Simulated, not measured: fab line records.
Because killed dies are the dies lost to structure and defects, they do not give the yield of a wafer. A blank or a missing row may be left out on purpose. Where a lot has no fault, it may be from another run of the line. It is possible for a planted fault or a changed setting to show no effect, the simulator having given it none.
fab line records	flow berkeleyCmos170
record: lots: 5	wafers: 15	lastDay: 12
route steps=331 shown M2@271
lots that met no fault: taken from a fault-free run of the same line
startH: hours from the record's opening day to when the first of the lot's shown wafers began	waitH: time in hours since the lot's previous step	" as in the row above	L1.1+2: a single row standing in for several wafers	- no value present, or no start provided	* or withheld: withheld	< > ~ a bound
route shown NAME@n: names a module that has steps shown in the file, with the first one's number in the route	usual: mean/standard deviation taken from wafers without a fault	same: alike in all rows	chamber/n: place in a boat	sites: per-site readings	_std_site: standard deviation of those values	_edge_site: outer sites' mean less inner sites'	radiusMm: for every site, how far away it sits from the centre of the wafer	mask NAME#n: copy n	behind: the last tool/chamber to shape the wafer	hold: why the lot went on hold/how many hours it stayed there/how the hold came to an end	device: the transistor (n, p or np) that didn't switch	end of line: tests run on the same wafers once the route is complete	for a step that has no rows: nothing shown but its recipe	killed: not the wafer's yield, but the dies lost to structure and defects at the first sort	map: dies across one wafer; x = killed, . = not, _ = none there
set.NAME: setting as actually run; set.NAME@STEP: the setting as run at that earlier step	model.NAME: the simulator's own value behind a step, which no gauge read
a table for each step, a row for each wafer; lots at some steps of the route
services: when a tool's chamber went out of use (startH, in hours from the record's first day, below 0 if earlier), for how many hours, and the reason
== steps ==
step: UCB170_M2_PRE_CLEAN_00
recipe: gas: Ar	precleanEtchTimeS: 60
lot.wafer	tool	chamber	startH	waitH
L074.2+3+4	pvdSputter-03	-	182.23	0.1
L075.3+5+6	pvdSputter-01	-	183.02	0.1
L078.2+4+5	pvdSputter-02	-	207.84	0.1
L088.2+3+4	pvdSputter-02	-	248.13	0.1
L095.1+2+3	pvdSputter-02	-	274.81	0.1
step: UCB170_M2_SPUTTER_01
recipe: material: Al	targetThkNm: 900	timeS: 120	powerW: 6000	chamberPressurePa: 0.5
usual: throttleValvePct: 29.7/1.1
lot.wafer	tool	chamber	startH	waitH	throttleValvePct
L074.2	pvdSputter-03	-	182.30	0.0	27.6
L074.3	"	-	"	"	29.5
L074.4	"	-	"	"	29.6
L075.3	pvdSputter-01	-	183.09	0.0	29.9
L075.5	"	-	"	"	29.4
L075.6	"	-	"	"	29.2
L078.2	pvdSputter-02	-	207.91	0.0	31.6
L078.4	"	-	"	"	31.4
L078.5	"	-	"	"	28.9
L088.2	pvdSputter-02	-	248.20	0.0	30.9
L088.3	"	-	"	"	29.2
L088.4	"	-	"	"	31.5
L095.1	pvdSputter-02	-	274.87	0.0	29.3
L095.2	"	-	"	"	31.0
L095.3	"	-	"	"	31.6
step: UCB170_M2_RS_MEAS_02
recipe: thkMeasGauge: four-point-probe	reads: Al_of_M2_SPUTTER_01
usual: M2_AL_RS: 0.03217/0.00028
lot.wafer	tool	chamber	startH	waitH	M2_AL_RS[ohm/sq]
L074.2	filmMetro-03	-	182.40	0.1	0.0319
L074.3	"	-	"	"	0.03172
L074.4	"	-	"	"	0.03188
L075.3	filmMetro-04	-	183.21	0.1	0.03177
L075.5	"	-	"	"	0.03179
L075.6	"	-	"	"	0.03203
L078.2	filmMetro-03	-	208.01	0.1	0.0322
L078.4	"	-	"	"	0.03186
L078.5	"	-	"	"	0.03229
L088.2	filmMetro-01	-	248.30	0.1	0.03251
L088.3	"	-	"	"	0.03212
L088.4	"	-	"	"	0.03253
L095.1	filmMetro-01	-	274.96	0.0	0.03216
L095.2	"	-	"	"	0.03195
L095.3	"	-	"	"	0.0321
step: UCB170_M2_THK_MEAS_03
recipe: thkMeasGauge: xrf	reads: Al_of_M2_SPUTTER_01
usual: M2_AL_THK: 890/9.5
lot.wafer	tool	chamber	startH	waitH	M2_AL_THK[nm]
L074.2	filmMetro-03	-	182.51	0.1	905
L074.3	"	-	"	"	909
L074.4	"	-	"	"	903
L075.3	filmMetro-04	-	183.31	0.1	899
L075.5	"	-	"	"	895
L075.6	"	-	"	"	894
L078.2	filmMetro-03	-	208.12	0.1	895
L078.4	"	-	"	"	903
L078.5	"	-	"	"	890
L088.2	filmMetro-01	-	248.41	0.1	877
L088.3	"	-	"	"	891
L088.4	"	-	"	"	876
L095.1	filmMetro-01	-	275.08	0.1	890
L095.2	"	-	"	"	893
L095.3	"	-	"	"	888
step: UCB170_M2_HMDS_04
recipe: primeTimeS: 60	primeTempC: 100
usual: resistLineTempC: 23.02/0.1
lot.wafer	tool	chamber	startH	waitH	resistLineTempC
L074.2	lithoTrack-03	0	182.59	0.1	23.14
L074.3	"	0	"	"	23.13
L074.4	"	0	"	"	23.00
L075.3	lithoTrack-04	0	183.70	0.4	22.93
L075.5	"	0	"	"	22.88
L075.6	"	0	"	"	22.92
L078.2	lithoTrack-04	0	208.65	0.5	23.07
L078.4	"	0	"	"	23.13
L078.5	"	0	"	"	23.10
L088.2	lithoTrack-04	0	248.48	0.1	23.09
L088.3	"	0	"	"	23.12
L088.4	"	0	"	"	23.22
L095.1	lithoTrack-04	0	275.32	0.2	22.92
L095.2	"	0	"	"	23.09
L095.3	"	0	"	"	22.93
step: UCB170_M2_COAT_05
recipe: resist: KrF	spinRpm: 1500	resistThkNm: 900
usual: resistLineTempC: 23.01/0.13
lot.wafer	tool	chamber	startH	waitH	resistLineTempC
L074.2	lithoTrack-03	0	182.74	0.1	23.14
L074.3	"	0	"	"	23.05
L074.4	"	0	"	"	23.12
L075.3	lithoTrack-04	0	183.85	0.1	23.00
L075.5	"	0	"	"	22.90
L075.6	"	0	"	"	23.02
L078.2	lithoTrack-04	0	208.80	0.1	23.02
L078.4	"	0	"	"	22.98
L078.5	"	0	"	"	23.17
L088.2	lithoTrack-04	0	248.63	0.1	22.88
L088.3	"	0	"	"	22.94
L088.4	"	0	"	"	22.90
L095.1	lithoTrack-04	0	275.47	0.1	22.92
L095.2	"	0	"	"	23.06
L095.3	"	0	"	"	23.00
step: UCB170_M2_SOFTBAKE_06
recipe: resist: KrF	tempC: 130	timeS: 60
usual: resistLineTempC: 23.00/0.1
lot.wafer	tool	chamber	startH	waitH	resistLineTempC
L074.2	lithoTrack-03	0	182.89	0.1	22.92
L074.3	"	0	"	"	23.01
L074.4	"	0	"	"	22.97
L075.3	lithoTrack-04	0	184.00	0.1	22.85
L075.5	"	0	"	"	23.00
L075.6	"	0	"	"	22.90
L078.2	lithoTrack-04	0	208.95	0.1	23.09
L078.4	"	0	"	"	23.26
L078.5	"	0	"	"	23.19
L088.2	lithoTrack-04	0	248.78	0.1	23.07
L088.3	"	0	"	"	22.91
L088.4	"	0	"	"	22.92
L095.1	lithoTrack-04	0	275.62	0.1	22.98
L095.2	"	0	"	"	23.01
L095.3	"	0	"	"	23.09
step: UCB170_M2_STRIP_07
recipe: chemistry: O2	powerW: 400	pressureMtorr: 3500	platenTempC: withheld	o2FlowSccm: 400	overashFraction: 0.5
usual: drypumpMotorCurrentA: 5.6/0.56	oesProductAu: 0.735/0.0049	stripTimeToEndpointS: 21.96/0.051
same: overashFraction: 0.5
lot.wafer	tool	chamber	startH	waitH	drypumpMotorCurrentA	oesProductAu	rfHoursCounterH	stripTimeToEndpointS
L074.2	plasmaAsher-02	0	183.01	0.1	6.4	0.738	51	22.10
L074.3	"	1	"	"	5.5	0.734	-	22.03
L074.4	"	0	"	"	6.4	0.738	-	21.99
L075.3	plasmaAsher-01	0	184.13	0.1	5.0	0.731	-	22.04
L075.5	"	1	"	"	6.2	0.725	-	22.03
L075.6	"	0	"	"	4.9	0.731	-	22.01
L078.2	plasmaAsher-02	0	209.08	0.1	6.4	0.742	55	21.94
L078.4	"	0	"	"	6.4	0.747	-	21.84
L078.5	"	1	"	"	5.5	0.727	-	21.87
L088.2	plasmaAsher-01	0	248.91	0.1	5.0	0.726	14	21.96
L088.3	"	1	"	"	6.2	0.736	-	21.92
L088.4	"	0	"	"	5.0	0.741	-	21.97
L095.1	plasmaAsher-01	1	275.77	0.1	6.2	0.724	17	21.96
L095.2	"	0	"	"	5.0	0.739	17	21.90
L095.3	"	1	"	"	6.2	0.734	-	21.86
step: UCB170_M2_STRIP_08
recipe: chemistry: DMSO	tempC: 80	timeS: 600	material: KrF
lot.wafer	tool	chamber	startH	waitH
L074.2+3+4	wetBench-03	3	183.11	0.1
L075.3+5+6	wetBench-03	3	184.31	0.1
L078.2+4+5	wetBench-04	1	209.19	0.1
L088.2+3+4	wetBench-03	0	249.01	0.1
L095.1+2+3	wetBench-04	3	275.99	0.2
step: UCB170_M2_COAT_09
recipe: resist: BARC	tempC: withheld	timeS: withheld	spinRpm: 3000	resistThkNm: withheld
usual: resistLineTempC: *
lot.wafer	tool	chamber	startH	waitH	resistLineTempC
L074.2	lithoTrack-03	0	183.53	0.2	*
L074.3	"	0	"	"	*
L074.4	"	0	"	"	*
L075.3	lithoTrack-03	0	184.55	0.1	*
L075.5	"	0	"	"	*
L075.6	"	0	"	"	*
L078.2	lithoTrack-02	0	209.40	0.0	*
L078.4	"	0	"	"	*
L078.5	"	0	"	"	*
L088.2	lithoTrack-03	0	249.50	0.3	*
L088.3	"	0	"	"	*
L088.4	"	0	"	"	*
L095.1	lithoTrack-04	0	276.32	0.1	*
L095.2	"	0	"	"	*
L095.3	"	0	"	"	*
step: UCB170_M2_COAT_10
recipe: resist: KrF	spinRpm: 1500	resistThkNm: 900
usual: resistLineTempC: 22.97/0.089
lot.wafer	tool	chamber	startH	waitH	resistLineTempC
L074.2	lithoTrack-03	0	-	-	23.03
L074.3	"	0	"	"	22.82
L074.4	"	0	"	"	22.89
L075.3	lithoTrack-03	0	-	-	23.06
L075.5	"	0	"	"	23.09
L075.6	"	0	"	"	23.07
L078.2	lithoTrack-02	0	-	-	23.07
L078.4	"	0	"	"	22.95
L078.5	"	0	"	"	23.04
L088.2	lithoTrack-03	0	-	-	22.93
L088.3	"	0	"	"	22.99
L088.4	"	0	"	"	22.99
L095.1	lithoTrack-04	0	-	-	23.03
L095.2	"	0	"	"	23.07
L095.3	"	0	"	"	23.02
step: UCB170_M2_SOFTBAKE_11
recipe: resist: KrF	tempC: 130	timeS: 60
usual: resistLineTempC: 23.04/0.095
lot.wafer	tool	chamber	startH	waitH	resistLineTempC
L074.2	lithoTrack-03	0	-	-	23.01
L074.3	"	0	"	"	23.05
L074.4	"	0	"	"	23.09
L075.3	lithoTrack-03	0	-	-	23.05
L075.5	"	0	"	"	23.14
L075.6	"	0	"	"	22.97
L078.2	lithoTrack-02	0	-	-	23.03
L078.4	"	0	"	"	23.16
L078.5	"	0	"	"	23.11
L088.2	lithoTrack-03	0	-	-	23.01
L088.3	"	0	"	"	23.11
L088.4	"	0	"	"	22.83
L095.1	lithoTrack-04	0	-	-	23.10
L095.2	"	0	"	"	23.21
L095.3	"	0	"	"	23.15
step: UCB170_M2_EXPOSE_12
recipe: maskId: METAL2	targetCdNm: 700	na: 0.5	sigmaOuter: 0.6	sourceShape: conventional	doseMj: 26
lot.wafer	tool	chamber	startH	waitH	mask
L074.2+3+4	krfScanner-02	0	183.97	-	METAL2#0
L075.3+5+6	krfScanner-02	0	185.17	-	METAL2#0
L078.2+4+5	krfScanner-02	0	209.97	-	METAL2#0
L088.2+3+4	krfScanner-01	0	250.07	-	METAL2#0
L095.1+2+3	krfScanner-02	0	276.89	-	METAL2#0
step: UCB170_M2_PEB_13
recipe: pebTempC: 130	pebTimeS: withheld	resist: KrF
usual: resistLineTempC: 23.00/0.099
lot.wafer	tool	chamber	startH	waitH	resistLineTempC
L074.2	lithoTrack-03	0	184.25	0.3	22.91
L074.3	"	0	"	"	23.02
L074.4	"	0	"	"	22.97
L075.3	lithoTrack-03	0	185.30	0.1	22.91
L075.5	"	0	"	"	22.90
L075.6	"	0	"	"	22.70
L078.2	lithoTrack-03	0	210.10	0.1	22.98
L078.4	"	0	"	"	23.09
L078.5	"	0	"	"	23.05
L088.2	lithoTrack-04	0	250.21	0.1	23.00
L088.3	"	0	"	"	23.01
L088.4	"	0	"	"	23.04
L095.1	lithoTrack-04	0	277.01	0.1	22.98
L095.2	"	0	"	"	22.93
L095.3	"	0	"	"	22.91
step: UCB170_M2_DEVELOP_14
recipe: developer: TMAH	developTimeS: 45	resist: KrF	devTempC: 21
usual: resistLineTempC: 23.02/0.11
lot.wafer	tool	chamber	startH	waitH	resistLineTempC
L074.2	lithoTrack-03	0	-	-	22.90
L074.3	"	0	"	"	23.11
L074.4	"	0	"	"	23.05
L075.3	lithoTrack-03	0	-	-	23.02
L075.5	"	0	"	"	22.95
L075.6	"	0	"	"	23.02
L078.2	lithoTrack-03	0	-	-	23.08
L078.4	"	0	"	"	23.21
L078.5	"	0	"	"	23.07
L088.2	lithoTrack-04	0	-	-	23.11
L088.3	"	0	"	"	23.22
L088.4	"	0	"	"	23.16
L095.1	lithoTrack-04	0	-	-	23.00
L095.2	"	0	"	"	23.04
L095.3	"	0	"	"	23.05
step: UCB170_M2_CD_MEAS_15
recipe: targetCdNm: 700
usual: cdNm: 700.2/1.6
lot.wafer	tool	chamber	startH	waitH	cdNm
L074.2	cdSem-01	-	184.52	-	699.3
L074.3	"	-	"	"	698.6
L074.4	"	-	"	"	698.5
L075.3	cdSem-01	-	185.56	-	700.7
L075.5	"	-	"	"	699.9
L075.6	"	-	"	"	700.8
L078.2	cdSem-01	-	210.37	-	700.4
L078.4	"	-	"	"	699.8
L078.5	"	-	"	"	699.0
L088.2	cdSem-01	-	250.48	-	701.7
L088.3	"	-	"	"	700.4
L088.4	"	-	"	"	700.8
L095.1	cdSem-01	-	277.29	-	697.3
L095.2	"	-	"	"	697.8
L095.3	"	-	"	"	696.9
step: UCB170_M2_OVL_MEAS_16
usual: M2_OVL: 2/5.6
lot.wafer	tool	chamber	startH	waitH	M2_OVL[nm]
L074.2	overlay-02	-	184.63	0.1	5
L074.3	"	-	"	"	3
L074.4	"	-	"	"	8
L075.3	overlay-01	-	185.65	0.1	3
L075.5	"	-	"	"	7
L075.6	"	-	"	"	9
L078.2	overlay-01	-	210.48	0.1	-2
L078.4	"	-	"	"	1
L078.5	"	-	"	"	2
L088.2	overlay-02	-	250.59	0.1	-5
L088.3	"	-	"	"	-3
L088.4	"	-	"	"	-1
L095.1	overlay-01	-	277.41	0.1	0
L095.2	"	-	"	"	6
L095.3	"	-	"	"	1
step: UCB170_M2_ETCH_17
recipe: chemistry: N2/H2	targetDepthA: withheld	overetchA: withheld	target: BARC	timeS: withheld	sourceW: 500	biasW: 100	pressureMtorr: 30	n2FlowSccm: 100	h2FlowSccm: 200
usual: drypumpMotorCurrentA: 6.0/0.31	oesProductAu: 1.001/0.015	throttleValvePct: 13.30/0.18
lot.wafer	tool	chamber	startH	waitH	drypumpMotorCurrentA	oesProductAu	throttleValvePct
L074.2	rieDiel-02	0	184.66	0.0	5.7	1.016	13.24
L074.3	"	2	"	"	6.2	1.023	13.66
L074.4	"	1	"	"	6.3	1.028	13.25
L075.3	rieDiel-04	1	185.68	0.0	6.2	0.993	13.01
L075.5	"	0	"	"	6.2	0.988	13.40
L075.6	"	1	"	"	6.2	0.989	13.01
L078.2	rieDiel-04	3	210.51	0.0	6.1	1.025	13.31
L078.4	"	1	"	"	6.1	1.001	13.01
L078.5	"	2	"	"	5.7	1.003	13.44
L088.2	rieDiel-02	2	250.62	0.0	6.2	1.011	13.67
L088.3	"	1	"	"	6.2	1.013	13.26
L088.4	"	2	"	"	6.2	1.003	13.68
L095.1	rieDiel-02	0	277.44	0.0	5.7	1.015	13.26
L095.2	"	1	"	"	6.3	1.010	13.25
L095.3	"	2	"	"	6.2	1.010	13.69
step: UCB170_M2_METAL_ETCH_18
recipe: chemistry: Cl2/BCl3	target: Al	stopOn: SiO2	pressureMtorr: 12	targetDepthA: 11700	overEtchFrac: 0.3	timeS: 195	icpW: 600	biasW: 120	Cl2_flow_sccm: 90	bcl3FlowSccm: 45
usual: drypumpMotorCurrentA: 5.5/0.41	heBacksideLeakSccm: 3.5/0.47	oesProductAu: 0.859/0.012	throttleValvePct: 24.33/0.039
lot.wafer	tool	chamber	startH	waitH	drypumpMotorCurrentA	heBacksideLeakSccm	oesProductAu	rfHoursCounterH	throttleValvePct
L074.2	rieMetal-01	1	184.70	-	5.8	3.3	0.872	8	24.28
L074.3	"	1	"	"	5.8	3.4	0.870	-	24.29
L074.4	"	0	"	"	5.2	3.5	0.850	-	24.35
L075.3	rieMetal-04	1	185.78	-	6.1	3.5	0.864	-	24.35
L075.5	"	1	"	"	6.1	3.2	0.861	-	24.35
L075.6	"	0	"	"	5.8	3.0	0.881	-	24.28
L078.2	rieMetal-04	1	210.55	-	6.1	3.6	0.862	1	24.36
L078.4	"	1	"	"	6.2	3.3	0.867	-	24.36
L078.5	"	0	"	"	5.8	3.0	0.890	-	24.29
L088.2	rieMetal-04	1	250.66	-	6.1	3.2	0.858	3	24.37
L088.3	"	1	"	"	6.1	3.4	0.856	-	24.35
L088.4	"	0	"	"	5.8	3.0	0.870	-	24.29
L095.1	rieMetal-01	1	277.48	-	5.8	3.2	0.858	10	24.28
L095.2	"	0	"	"	5.2	3.6	0.863	4	24.33
L095.3	"	1	"	"	5.8	3.2	0.868	-	24.30
step: UCB170_M2_STRIP_19
recipe: chemistry: O2	powerW: 400	pressureMtorr: 3500	platenTempC: withheld	o2FlowSccm: 400	overashFraction: 0.5
usual: drypumpMotorCurrentA: 5.5/0.53	oesProductAu: 0.544/0.0087
same: overashFraction: 0.5
lot.wafer	tool	chamber	startH	waitH	drypumpMotorCurrentA	oesProductAu	rfHoursCounterH
L074.2	plasmaAsher-03	0	184.89	0.1	5.8	0.546	43
L074.3	"	1	"	"	5.0	0.536	-
L074.4	"	0	"	"	5.8	0.542	-
L075.3	plasmaAsher-03	0	185.94	0.1	5.7	0.534	-
L075.5	"	0	"	"	5.8	0.534	-
L075.6	"	1	"	"	5.0	0.530	-
L078.2	plasmaAsher-01	0	210.74	0.1	5.0	0.548	10
L078.4	"	0	"	"	5.0	0.549	-
L078.5	"	0	"	"	5.0	0.538	-
L088.2	plasmaAsher-03	1	250.84	0.1	5.0	0.538	51
L088.3	"	1	"	"	5.0	0.543	-
L088.4	"	0	"	"	5.7	0.532	-
L095.1	plasmaAsher-01	1	277.67	0.1	6.2	0.545	17
L095.2	"	0	"	"	4.9	0.533	17
L095.3	"	0	"	"	5.0	0.543	-
== services ==
tool	chamber	startH	hours	kind
rieDiel-02	-	160.83	2.8	pm
rieDiel-04	-	173.00	2.8	pm
rieDiel-02	1	177.24	5.4	repair
rieDiel-02	2	198.19	4.1	repair
pvdSputter-03	-	198.53	11.8	repair
rieDiel-04	1	204.01	2.8	repair
krfScanner-01	-	204.90	0.7	repair
plasmaAsher-03	-	208.53	2.8	pm
rieDiel-02	2	213.36	10.0	repair
pvdSputter-01	-	220.22	0.5	repair
plasmaAsher-01	-	225.74	1.4	repair
rieDiel-02	3	245.13	-	clean
rieDiel-02	3	245.13	17.8	scheduledDown
rieDiel-02	3	245.13	17.8	ventCycle
plasmaAsher-02	-	248.09	2.1	repair
krfScanner-01	-	252.53	0.8	pm
rieDiel-04	3	259.82	-	clean
rieDiel-04	3	259.82	13.4	scheduledDown
rieDiel-04	3	259.82	13.4	ventCycle
wetBench-03	-	264.46	3.5	repair
plasmaAsher-01	-	264.96	3.6	repair
plasmaAsher-02	-	269.65	14.6	pm
rieDiel-02	-	273.83	0.6	repair
rieDiel-04	2	275.33	12.1	repair
== key ==
fault none
